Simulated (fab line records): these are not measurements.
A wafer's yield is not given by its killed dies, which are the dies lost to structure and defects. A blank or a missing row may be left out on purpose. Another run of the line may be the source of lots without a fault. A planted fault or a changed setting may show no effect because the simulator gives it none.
Split-lot experiment / flow rit-cmos / on a route of 202 steps: 5 lots, 23 wafers read

## ON THE SPLIT
At RIT_PRETRO_IMPLANT_08, the setting energy-kev was moved away from the recipe's 45 on 8 of the 23 wafers read, by -4.9% to -1.8%. This setting was run at the recipe's value on the other wafers.

The split's own step is where the reading is taken.

## THE READING
The simulator's own value implant.drp-nm, read by no gauge, in nm at RIT_PRETRO_IMPLANT_08. There is no usual value for it anywhere in the file.

wafer=L074.2; tool, chamber at the split=implanter-01, 0; energy-kev as run=45; against the recipe=recipe; implant.drp-nm, nm=55.07; against lot-mates on the recipe=-
wafer=L074.4; tool, chamber at the split=implanter-01, 0; energy-kev as run=45; against the recipe=recipe; implant.drp-nm, nm=55.07; against lot-mates on the recipe=-
wafer=L074.5; tool, chamber at the split=implanter-01, 0; energy-kev as run=45; against the recipe=recipe; implant.drp-nm, nm=55.07; against lot-mates on the recipe=-
wafer=L074.3; tool, chamber at the split=implanter-01, 0; energy-kev as run=43.9; against the recipe=-2.4%; implant.drp-nm, nm=54.27; against lot-mates on the recipe=-0.80
wafer=L074.6; tool, chamber at the split=implanter-01, 0; energy-kev as run=43.9; against the recipe=-2.4%; implant.drp-nm, nm=54.27; against lot-mates on the recipe=-0.80
wafer=L077.3; tool, chamber at the split=implanter-04, 0; energy-kev as run=45; against the recipe=recipe; implant.drp-nm, nm=55.07; against lot-mates on the recipe=-
wafer=L077.4; tool, chamber at the split=implanter-04, 0; energy-kev as run=45; against the recipe=recipe; implant.drp-nm, nm=55.07; against lot-mates on the recipe=-
wafer=L077.5; tool, chamber at the split=implanter-04, 0; energy-kev as run=45; against the recipe=recipe; implant.drp-nm, nm=55.07; against lot-mates on the recipe=-
wafer=L078.1; tool, chamber at the split=implanter-03, 0; energy-kev as run=45; against the recipe=recipe; implant.drp-nm, nm=55.07; against lot-mates on the recipe=-
wafer=L078.2; tool, chamber at the split=implanter-03, 0; energy-kev as run=45; against the recipe=recipe; implant.drp-nm, nm=55.07; against lot-mates on the recipe=-
wafer=L078.6; tool, chamber at the split=implanter-03, 0; energy-kev as run=45; against the recipe=recipe; implant.drp-nm, nm=55.07; against lot-mates on the recipe=-
wafer=L078.3; tool, chamber at the split=implanter-03, 0; energy-kev as run=44.19; against the recipe=-1.8%; implant.drp-nm, nm=54.48; against lot-mates on the recipe=-0.59
wafer=L078.5; tool, chamber at the split=implanter-03, 0; energy-kev as run=44.19; against the recipe=-1.8%; implant.drp-nm, nm=54.48; against lot-mates on the recipe=-0.59
wafer=L081.1; tool, chamber at the split=implanter-01, 0; energy-kev as run=45; against the recipe=recipe; implant.drp-nm, nm=55.07; against lot-mates on the recipe=-
wafer=L081.3; tool, chamber at the split=implanter-01, 0; energy-kev as run=45; against the recipe=recipe; implant.drp-nm, nm=55.07; against lot-mates on the recipe=-
wafer=L081.5; tool, chamber at the split=implanter-01, 0; energy-kev as run=45; against the recipe=recipe; implant.drp-nm, nm=55.07; against lot-mates on the recipe=-
wafer=L081.4; tool, chamber at the split=implanter-01, 0; energy-kev as run=43.71; against the recipe=-2.9%; implant.drp-nm, nm=54.13; against lot-mates on the recipe=-0.94
wafer=L081.6; tool, chamber at the split=implanter-01, 0; energy-kev as run=43.71; against the recipe=-2.9%; implant.drp-nm, nm=54.13; against lot-mates on the recipe=-0.94
wafer=L084.1; tool, chamber at the split=implanter-01, 0; energy-kev as run=42.81; against the recipe=-4.9%; implant.drp-nm, nm=53.45; against lot-mates on the recipe=-1.62
wafer=L084.4; tool, chamber at the split=implanter-01, 0; energy-kev as run=42.81; against the recipe=-4.9%; implant.drp-nm, nm=53.45; against lot-mates on the recipe=-1.62
wafer=L084.2; tool, chamber at the split=implanter-01, 0; energy-kev as run=45; against the recipe=recipe; implant.drp-nm, nm=55.07; against lot-mates on the recipe=-
wafer=L084.3; tool, chamber at the split=implanter-01, 0; energy-kev as run=45; against the recipe=recipe; implant.drp-nm, nm=55.07; against lot-mates on the recipe=-
wafer=L084.6; tool, chamber at the split=implanter-01, 0; energy-kev as run=45; against the recipe=recipe; implant.drp-nm, nm=55.07; against lot-mates on the recipe=-

THE FIT
A straight line over all 23 wafers: implant.drp-nm changes by +0.331 nm for each +1% of energy-kev; r = +1.00; the points scatter about the line by 0.005 nm.
The same after taking each lot's own level away (the mean of its wafers on the recipe; 23 wafers): +0.331 nm for each +1%; r = +1.00; scatter 0.005 nm.
According to that fit, moving energy-kev by its largest amount changes the reading by 1.6 nm.
The lots' own levels span 55.070 to 55.070 nm.
Consequently the slope shifts little with the lot-to-lot level, the two slopes agreeing.
Check: -1.61 nm against its lot-mates is what the line predicts for one of the wafers moved furthest among these (-4.9%) when that wafer is left out of the fit. Against them it came out at -1.62 nm.

## OTHER SPLITS ON THESE WAFERS
Note: prior to the reading, these wafers also went through further splits. Each is held against what the fit with the lots' levels taken away leaves over:
other split on the same wafers=RIT_ACTIVE_CVD_03 nh3-flow-sccm; wafers away from the commonest value=18; r with implant.drp-nm (lot level and that fit taken away)=+0.21
other split on the same wafers=RIT_FOX1_OXIDATION_00 ox-time-s; wafers away from the commonest value=10; r with implant.drp-nm (lot level and that fit taken away)=-0.31
other split on the same wafers=RIT_NWELL_SOFTBAKE_02 temp-c; wafers away from the commonest value=11; r with implant.drp-nm (lot level and that fit taken away)=-0.30
other split on the same wafers=RIT_NWELL_DEVELOP_05 develop-time-s; wafers away from the commonest value=8; r with implant.drp-nm (lot level and that fit taken away)=-0.30
other split on the same wafers=RIT_PWELL_IMPLANT_08 dose-cm2; wafers away from the commonest value=10; r with implant.drp-nm (lot level and that fit taken away)=-0.11
other split on the same wafers=RIT_NRETRO_COAT_01 resist-thk-nm; wafers away from the commonest value=11; r with implant.drp-nm (lot level and that fit taken away)=+0.31

## THE WHOLE CHAIN: every reading that the file lists as answering this split, in the file's order
step=RIT_PRETRO_IMPLANT_08; what it does=; reading=implant.rp-nm (the simulator's own value, which no gauge read); change (the file's fit)=+1.36 nm for each +1% of the setting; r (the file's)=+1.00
step=RIT_PRETRO_IMPLANT_08; what it does=; reading=implant.drp-nm (the simulator's own value, which no gauge read); change (the file's fit)=+0.331 nm for each +1% of the setting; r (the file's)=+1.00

## FILE'S OWN FIT
implant.drp-nm changes by +0.331 nm for each +1% of energy-kev, r = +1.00.
